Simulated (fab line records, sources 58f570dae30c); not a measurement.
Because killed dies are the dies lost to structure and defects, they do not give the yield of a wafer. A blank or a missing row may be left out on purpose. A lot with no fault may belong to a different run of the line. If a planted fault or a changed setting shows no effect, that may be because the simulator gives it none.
Which of the tools did it? / flow berkeleyCmos170 / Sampling: 14 lots, 42 wafers, 4 of 331 route steps

## WHAT THE GAUGES READ, wafer by wafer
UCB170_ACTIVE_THK_MEAS_03. Usual: for ACTIVE_OXIDE_THK the level is 26.3 nm and the standard deviation is 0.48.
lot=L248; measured=day 3 22:49; on=filmMetro-01; ACTIVE_OXIDE_THK (nm)=26.4 26.7 26.6; flag=
lot=L247; measured=day 3 22:50; on=filmMetro-02; ACTIVE_OXIDE_THK (nm)=26.4 26.2 26.4; flag=
lot=L249; measured=day 4 08:11; on=filmMetro-03; ACTIVE_OXIDE_THK (nm)=26.7 26.5 26.6; flag=
lot=L256; measured=day 6 02:09; on=filmMetro-03; ACTIVE_OXIDE_THK (nm)=26.5 26.7 26.5; flag=
lot=L257; measured=day 6 07:11; on=filmMetro-01; ACTIVE_OXIDE_THK (nm)=27.1 27.1 27.3; flag=
lot=L259; measured=day 6 07:12; on=filmMetro-02; ACTIVE_OXIDE_THK (nm)=25.4 25.8 25.7; flag=
lot=L260; measured=day 6 20:04; on=filmMetro-02; ACTIVE_OXIDE_THK (nm)=26.6 26.5 26.7; flag=
lot=L262; measured=day 7 05:12; on=filmMetro-01; ACTIVE_OXIDE_THK (nm)=26.4 26.6 26.1; flag=
lot=L263; measured=day 7 05:14; on=filmMetro-02; ACTIVE_OXIDE_THK (nm)=26.3 26.2 25.8; flag=
lot=L261; measured=day 7 10:13; on=filmMetro-01; ACTIVE_OXIDE_THK (nm)=25.6 25.8 25.5; flag=
lot=L265; measured=day 7 14:04; on=filmMetro-01; ACTIVE_OXIDE_THK (nm)=26.0 26.2 26.1; flag=
lot=L266; measured=day 8 01:15; on=filmMetro-01; ACTIVE_OXIDE_THK (nm)=26.7 26.7 27.3; flag=
lot=L269; measured=day 8 15:36; on=filmMetro-01; ACTIVE_OXIDE_THK (nm)=26.2 26.4 26.3; flag=
lot=L268; measured=day 8 15:37; on=filmMetro-03; ACTIVE_OXIDE_THK (nm)=26.1 25.9 26.0; flag=

UCB170_NVT_TW_MEAS_09. Usual: for NVT_TW the level is 524 and the standard deviation is 4.6.
lot=L248; measured=day 5 16:40; on=filmMetro-04; NVT_TW=531 528 530; flag=
lot=L247; measured=day 5 16:31; on=filmMetro-03; NVT_TW=523 522 523; flag=
lot=L249; measured=day 6 01:23; on=filmMetro-02; NVT_TW=517 518 517; flag=
lot=L256; measured=day 7 20:34; on=filmMetro-04; NVT_TW=527 527 528; flag=
lot=L257; measured=day 8 06:43; on=filmMetro-04; NVT_TW=523 526 525; flag=
lot=L259; measured=day 8 06:37; on=filmMetro-02; NVT_TW=521 517 517; flag=
lot=L260; measured=day 8 14:44; on=filmMetro-04; NVT_TW=522 525 528; flag=
lot=L262; measured=day 8 22:51; on=filmMetro-04; NVT_TW=524 526 528; flag=
lot=L263; measured=day 8 23:46; on=filmMetro-03; NVT_TW=522 521 522; flag=
lot=L261; measured=day 9 05:10; on=filmMetro-04; NVT_TW=529 531 529; flag=
lot=L265; measured=day 9 10:20; on=filmMetro-04; NVT_TW=527 527 527; flag=
lot=L266; measured=day 10 00:16; on=filmMetro-03; NVT_TW=519 518 520; flag=
lot=L269; measured=day 10 11:05; on=filmMetro-04; NVT_TW=526 527 527; flag=
lot=L268; measured=day 10 11:49; on=filmMetro-03; NVT_TW=519 518 517; flag=

## EACH LOT AND THE TOOL THAT RAN IT (in order: tool; ch and the chambers of the sampled wafers; start)
lot=L248; UCB170_ACTIVE_ETCH_15=rieDiel-04 ch 0,1, day 4 07:11; UCB170_NVT_PEB_04=lithoTrack-01 ch 0, day 5 16:08
lot=L247; UCB170_ACTIVE_ETCH_15=rieDiel-01 ch 0,1, day 4 07:27; UCB170_NVT_PEB_04=lithoTrack-02 ch 0, day 5 15:59
lot=L249; UCB170_ACTIVE_ETCH_15=rieDiel-01 ch 0,2, day 4 17:00; UCB170_NVT_PEB_04=lithoTrack-04 ch 0, day 6 00:51
lot=L256; UCB170_ACTIVE_ETCH_15=rieDiel-04 ch 0,1,2, day 6 08:51; UCB170_NVT_PEB_04=lithoTrack-02 ch 0, day 7 20:01
lot=L257; UCB170_ACTIVE_ETCH_15=rieDiel-02 ch 1,3, day 6 17:21; UCB170_NVT_PEB_04=lithoTrack-01, day 8 06:09
lot=L259; UCB170_ACTIVE_ETCH_15=rieDiel-01 ch 1,2,3, day 6 17:07; UCB170_NVT_PEB_04=lithoTrack-02, day 8 06:04
lot=L260; UCB170_ACTIVE_ETCH_15=rieDiel-02 ch 0,2,3, day 7 05:12; UCB170_NVT_PEB_04=lithoTrack-01 ch 0, day 8 14:11
lot=L262; UCB170_ACTIVE_ETCH_15=rieDiel-01 ch 0,1,3, day 7 14:19; UCB170_NVT_PEB_04=lithoTrack-02 ch 0, day 8 22:17
lot=L263; UCB170_ACTIVE_ETCH_15=rieDiel-04 ch 0,1,3, day 7 13:58; UCB170_NVT_PEB_04=lithoTrack-01 ch 0, day 8 23:15
lot=L261; UCB170_ACTIVE_ETCH_15=rieDiel-02 ch 0,1,2, day 7 18:38; UCB170_NVT_PEB_04=lithoTrack-02 ch 0, day 9 04:36
lot=L265; UCB170_ACTIVE_ETCH_15=rieDiel-04 ch 0,1,2, day 7 21:21; UCB170_NVT_PEB_04=lithoTrack-02 ch 0, day 9 09:47
lot=L266; UCB170_ACTIVE_ETCH_15=rieDiel-04 ch 0,1,2, day 8 10:49; UCB170_NVT_PEB_04=lithoTrack-04 ch 0, day 9 23:42
lot=L269; UCB170_ACTIVE_ETCH_15=rieDiel-04 ch 0,1,2, day 8 22:16; UCB170_NVT_PEB_04=lithoTrack-02 ch 0, day 10 10:32
lot=L268; UCB170_ACTIVE_ETCH_15=rieDiel-01 ch 0,2,3, day 8 22:26; UCB170_NVT_PEB_04=lithoTrack-04 ch 0, day 10 11:16
- UCB170_ACTIVE_ETCH_15: etches Si3N4 in CH3F/Ar/O2, stops on SiO2, target depth 242 nm, time 151 s.
- UCB170_NVT_PEB_04

## WHAT THE TOOLS THEMSELVES READ (means of the sampled wafers that have a number; where no wafer has one, the mark that the record gives instead)
UCB170_ACTIVE_ETCH_15. Usual: O2_flow_sccm 7.001 sccm, standard deviation 0.02; drypumpMotorCurrentA 5.7 A, standard deviation 0.47; oesProductAu 0.940 a.u., standard deviation 0.016; throttleValvePct 8.02 %, standard deviation 0.12.
lot=L248; tool=rieDiel-04; O2_flow_sccm (sccm)=7.014; drypumpMotorCurrentA (A)=5.7; oesProductAu (a.u.)=0.922; throttleValvePct (%)=8.11; flag=
lot=L247; tool=rieDiel-01; O2_flow_sccm (sccm)=7.021; drypumpMotorCurrentA (A)=6.3; oesProductAu (a.u.)=0.957; throttleValvePct (%)=7.92; flag=
lot=L249; tool=rieDiel-01; O2_flow_sccm (sccm)=6.997; drypumpMotorCurrentA (A)=6.0; oesProductAu (a.u.)=0.945; throttleValvePct (%)=7.98; flag=
lot=L256; tool=rieDiel-04; O2_flow_sccm (sccm)=7.005; drypumpMotorCurrentA (A)=5.8; oesProductAu (a.u.)=0.925; throttleValvePct (%)=8.14; flag=
lot=L257; tool=rieDiel-02; O2_flow_sccm (sccm)=7.010; drypumpMotorCurrentA (A)=5.9; oesProductAu (a.u.)=0.943; throttleValvePct (%)=7.94; flag=
lot=L259; tool=rieDiel-01; O2_flow_sccm (sccm)=7.007; drypumpMotorCurrentA (A)=5.9; oesProductAu (a.u.)=0.948; throttleValvePct (%)=7.92; flag=
lot=L260; tool=rieDiel-02; O2_flow_sccm (sccm)=6.994; drypumpMotorCurrentA (A)=5.4; oesProductAu (a.u.)=0.939; throttleValvePct (%)=7.94; flag=
lot=L262; tool=rieDiel-01; O2_flow_sccm (sccm)=7.003; drypumpMotorCurrentA (A)=6.2; oesProductAu (a.u.)=0.932; throttleValvePct (%)=7.91; flag=
lot=L263; tool=rieDiel-04; O2_flow_sccm (sccm)=6.994; drypumpMotorCurrentA (A)=5.7; oesProductAu (a.u.)=0.926; throttleValvePct (%)=8.05; flag=
lot=L261; tool=rieDiel-02; O2_flow_sccm (sccm)=7.000; drypumpMotorCurrentA (A)=5.0; oesProductAu (a.u.)=0.950; throttleValvePct (%)=7.94; flag=
lot=L265; tool=rieDiel-04; O2_flow_sccm (sccm)=7.001; drypumpMotorCurrentA (A)=5.8; oesProductAu (a.u.)=0.917; throttleValvePct (%)=8.14; flag=
lot=L266; tool=rieDiel-04; O2_flow_sccm (sccm)=6.984; drypumpMotorCurrentA (A)=5.8; oesProductAu (a.u.)=0.933; throttleValvePct (%)=8.15; flag=
lot=L269; tool=rieDiel-04; O2_flow_sccm (sccm)=6.992; drypumpMotorCurrentA (A)=5.8; oesProductAu (a.u.)=0.930; throttleValvePct (%)=8.14; flag=
lot=L268; tool=rieDiel-01; O2_flow_sccm (sccm)=7.000; drypumpMotorCurrentA (A)=5.9; oesProductAu (a.u.)=0.959; throttleValvePct (%)=7.96; flag=

UCB170_NVT_PEB_04. Usual: chillPlateTempC 22.98 C, standard deviation 0.11; exhaustPa 45.0 Pa, standard deviation 0.97.
lot=L248; tool=lithoTrack-01; chillPlateTempC (C)=22.98; exhaustPa (Pa)=44.8; flag=
lot=L247; tool=lithoTrack-02; chillPlateTempC (C)=23.01; exhaustPa (Pa)=46.1; flag=
lot=L249; tool=lithoTrack-04; chillPlateTempC (C)=23.03; exhaustPa (Pa)=46.3; flag=
lot=L256; tool=lithoTrack-02; chillPlateTempC (C)=22.99; exhaustPa (Pa)=45.0; flag=
lot=L257; tool=lithoTrack-01; chillPlateTempC (C)=-; exhaustPa (Pa)=-; flag=OFF
lot=L259; tool=lithoTrack-02; chillPlateTempC (C)=-; exhaustPa (Pa)=-; flag=OFF
lot=L260; tool=lithoTrack-01; chillPlateTempC (C)=23.00; exhaustPa (Pa)=44.2; flag=
lot=L262; tool=lithoTrack-02; chillPlateTempC (C)=22.87; exhaustPa (Pa)=45.2; flag=
lot=L263; tool=lithoTrack-01; chillPlateTempC (C)=22.94; exhaustPa (Pa)=44.8; flag=
lot=L261; tool=lithoTrack-02; chillPlateTempC (C)=22.92; exhaustPa (Pa)=43.4; flag=
lot=L265; tool=lithoTrack-02; chillPlateTempC (C)=22.81; exhaustPa (Pa)=45.4; flag=
lot=L266; tool=lithoTrack-04; chillPlateTempC (C)=23.05; exhaustPa (Pa)=45.9; flag=
lot=L269; tool=lithoTrack-02; chillPlateTempC (C)=23.28; exhaustPa (Pa)=44.8; flag=
lot=L268; tool=lithoTrack-04; chillPlateTempC (C)=23.08; exhaustPa (Pa)=45.3; flag=

## THE ANSWER, worked out from the rows above alone
Rule: a lot is off if the mean of its wafers that have a number lies more than 3 standard deviations from the usual mean. Also off: a lot with no number at a reading for which 4 or more lots have one. The other lots that the step has rows for count as sound. The gauges are gone through in route order, then the tools' own readings, and for those a lot's mean is taken as printed above. At the first step where some lot is off, the reading lying furthest off is the one used; lots without a number count as furthest.
Off at UCB170_NVT_PEB_04 (chillPlateTempC): L257, L259. Without a number there: L257, L259.
A tool fits if, at that step or a process step before it, it ran every lot that is off, and no sound lot after the first of them. No candidate that was tried fits.

## WHAT HAD BEEN PUT IN BY THE SIMULATOR
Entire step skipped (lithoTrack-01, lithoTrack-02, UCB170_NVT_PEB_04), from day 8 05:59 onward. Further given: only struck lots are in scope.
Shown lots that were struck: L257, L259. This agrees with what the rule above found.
